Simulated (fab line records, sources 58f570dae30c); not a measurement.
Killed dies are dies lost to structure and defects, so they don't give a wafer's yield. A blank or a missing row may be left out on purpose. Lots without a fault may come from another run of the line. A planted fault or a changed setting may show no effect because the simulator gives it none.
Which tool did it? | flow berkeley_cmos170 | 14 lots, 42 wafers sampled, at 5 steps of a route of 331

WHAT THE GAUGES READ, wafer by wafer
UCB170_NWELL_THK_MEAS_05.
lot  | measured    | on            | NWELL_NITRIDE_THK (nm)
L742 | day 2 19:15 | film_metro-03 | 229.2 228.3 228.2
L745 | day 3 04:02 | film_metro-03 | 228.4 230.6 230.4
L746 | day 3 15:35 | film_metro-02 | 224.7 224.4 223.8
L747 | day 4 05:08 | film_metro-03 | 221.9 221.5 223.8
L748 | day 4 05:10 | film_metro-01 | 222.9 223.1 223.5
L750 | day 4 10:57 | film_metro-02 | 220.8 221.9 221.3
L749 | day 4 10:58 | film_metro-01 | 222.9 223.4 223.9
L751 | day 4 20:18 | film_metro-03 | 227.8 226.9 226.5
L754 | day 5 01:04 | film_metro-01 | 227.2 227.2 228.0
L757 | day 6 00:13 | film_metro-03 | 228.1 227.2 227.4
L758 | day 6 00:14 | film_metro-02 | 223.0 221.2 222.7
L761 | day 6 17:50 | film_metro-02 | 228.6 226.6 226.2
L762 | day 7 04:35 | film_metro-01 | 222.0 220.0 222.9
L764 | day 7 04:39 | film_metro-01 | 221.9 221.9 222.1

UCB170_NWELL_TW_MEAS_16.
lot  | measured    | on            | NWELL_TW
L742 | day 2 21:11 | film_metro-03 | 1244 1246 1253
L745 | day 3 05:26 | film_metro-03 | 1242 1237 1246
L746 | day 3 18:09 | film_metro-02 | 1245 1245 1241
L747 | day 4 07:02 | film_metro-01 | 1238 1237 1238
L748 | day 4 07:08 | film_metro-02 | 1247 1251 1250
L750 | day 4 12:44 | film_metro-01 | 1243 1234 1246
L749 | day 4 12:25 | film_metro-02 | 1246 1248 1246
L751 | day 4 22:08 | film_metro-02 | 1244 1250 1253
L754 | day 5 02:36 | film_metro-03 | 1243 1249 1242
L757 | day 6 02:20 | film_metro-03 | 417 431 409
L758 | day 6 02:37 | film_metro-01 | 385 383 377
L761 | day 6 19:15 | film_metro-03 | 1236 1238 1241
L762 | day 7 06:35 | film_metro-02 | 1252 1255 1244
L764 | day 7 06:46 | film_metro-02 | 1253 1253 1250

UCB170_PWELL_THK_MEAS_06.
lot  | measured    | on            | PWELL_NITRIDE_THK (nm)
L742 | day 3 22:45 | film_metro-04 | 214.0 215.5 216.1
L745 | day 4 05:25 | film_metro-04 | 224.4 220.5 221.4
L746 | day 4 13:41 | film_metro-01 | 218.7 218.3 218.9
L747 | day 5 00:10 | film_metro-02 | 224.5 223.5 223.2
L748 | day 5 00:10 | film_metro-04 | 218.4 217.6 217.0
L750 | day 5 07:21 | film_metro-04 | 221.9 221.6 221.2
L749 | day 5 07:22 | film_metro-02 | 221.6 221.1 221.2
L751 | day 5 17:24 | film_metro-01 | 219.4 219.7 218.5
L754 | day 6 02:08 | film_metro-04 | 223.7 221.5 224.6
L761 | day 7 11:02 | film_metro-01 | 220.0 219.3 220.3
L762 | day 8 01:29 | film_metro-01 | 220.3 222.4 220.5
L764 | day 8 01:29 | film_metro-04 | 219.3 219.6 220.0

UCB170_PWELL_TW_MEAS_17.
lot  | measured    | on            | PWELL_TW
L742 | day 4 00:24 | film_metro-04 | 378.5 381.4 381.7
L745 | day 4 07:19 | film_metro-04 | 379.1 380.6 379.5
L746 | day 4 15:56 | film_metro-01 | 378.1 377.6 378.7
L747 | day 5 01:29 | film_metro-04 | 380.4 379.9 379.0
L748 | day 5 01:46 | film_metro-02 | 380.9 381.3 383.7
L750 | day 5 09:32 | film_metro-01 | 380.8 380.4 380.2
L749 | day 5 09:18 | film_metro-04 | 381.8 381.5 380.1
L751 | day 5 19:13 | film_metro-02 | 384.1 382.9 382.9
L754 | day 6 03:36 | film_metro-01 | 379.8 377.3 377.3
L761 | day 7 12:34 | film_metro-04 | 381.2 380.6 381.3
L762 | day 8 03:11 | film_metro-04 | 378.4 375.3 375.9
L764 | day 8 03:16 | film_metro-01 | 378.5 380.8 380.4

WHICH TOOL RAN EACH LOT (tool, then ch and the chambers of the sampled wafers, then the start)
lot  | UCB170_NWELL_DEVELOP_11
L742 | litho_track-02 ch 0, day 2 20:00
L745 | litho_track-04 ch 0, day 3 04:00
L746 | litho_track-01 ch 0, day 3 17:00
L747 | litho_track-02 ch 0, day 4 06:00
L748 | litho_track-04 ch 0, day 4 06:00
L750 | litho_track-04 ch 0, day 4 12:00
L749 | litho_track-02 ch 0, day 4 11:00
L751 | litho_track-02 ch 0, day 4 21:00
L754 | litho_track-04 ch 0, day 5 02:00
L757 | litho_track-04 ch 0, day 6 01:00
L758 | litho_track-04 ch 0, day 6 02:00
L761 | litho_track-01 ch 0, day 6 18:00
L762 | litho_track-02 ch 0, day 7 06:00
L764 | litho_track-01 ch 0, day 7 06:00
- UCB170_NWELL_DEVELOP_11: develop time 45 s.

WHAT THE TOOLS THEMSELVES READ (means of the sampled wafers that have a number; where no wafer has one, the mark that the record gives instead)
UCB170_NWELL_DEVELOP_11.
lot  | tool           | chill_plate_temp_C (C) | developer_temp_C (C)
L742 | litho_track-02 | 22.93                  | 20.89
L745 | litho_track-04 | 23.08                  | 21.02
L746 | litho_track-01 | 22.99                  | 21.04
L747 | litho_track-02 | 23.06                  | 21.02
L748 | litho_track-04 | 22.95                  | 21.06
L750 | litho_track-04 | 23.00                  | 21.11
L749 | litho_track-02 | 23.21                  | 20.96
L751 | litho_track-02 | 22.82                  | 20.91
L754 | litho_track-04 | 22.98                  | 21.00
L757 | litho_track-04 | 22.99                  | 21.24
L758 | litho_track-04 | 23.00                  | 21.12
L761 | litho_track-01 | 23.05                  | 20.88
L762 | litho_track-02 | 23.01                  | 21.07
L764 | litho_track-01 | 23.00                  | 20.94

THE ANSWER, worked out from the rows above alone
Rule: what is usual is taken from the lots themselves. Put in order of their means at a reading, lots are off if they are a third of the lots or fewer, leave a main group of 4 or more, and stand apart from it by a gap of 3 or more times the standard deviation of the main group's means; of several such gaps the widest counts. A main group whose means are all the same, to the digits that the tables above print for the reading, isn't used. A lot without any number at a reading at which 4 lots or more have one is off too. The other lots that the step has rows for count as sound. The gauges are gone through in route order, then the tools' own readings, and for those a lot's mean is taken as printed above. The first step at which some lot is off is used, and at that step the reading that is off furthest; a lot without a number counts as furthest.
Off: L757, L758, at UCB170_NWELL_TW_MEAS_16 (NWELL_TW). The main group: mean 1245, standard deviation 4.6.
A tool fits if, at a process step before that reading, it ran every lot that is off, and no sound lot after the first of them. The gauges at UCB170_NWELL_TW_MEAS_16 are tried like those tools. One fits: litho_track-04 at UCB170_NWELL_DEVELOP_11. Its last sound lot is L754 (day 5 02:00), its first lot that is off L757 (day 6 01:00): a fault that began between those two fits.

WHAT THE SIMULATOR HAD PUT IN
Process parameter drift: litho_track-04, from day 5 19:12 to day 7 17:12, at UCB170_NWELL_DEVELOP_11. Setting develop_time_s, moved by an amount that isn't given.
Lots struck among those shown: L757, L758. The rule above found the same.
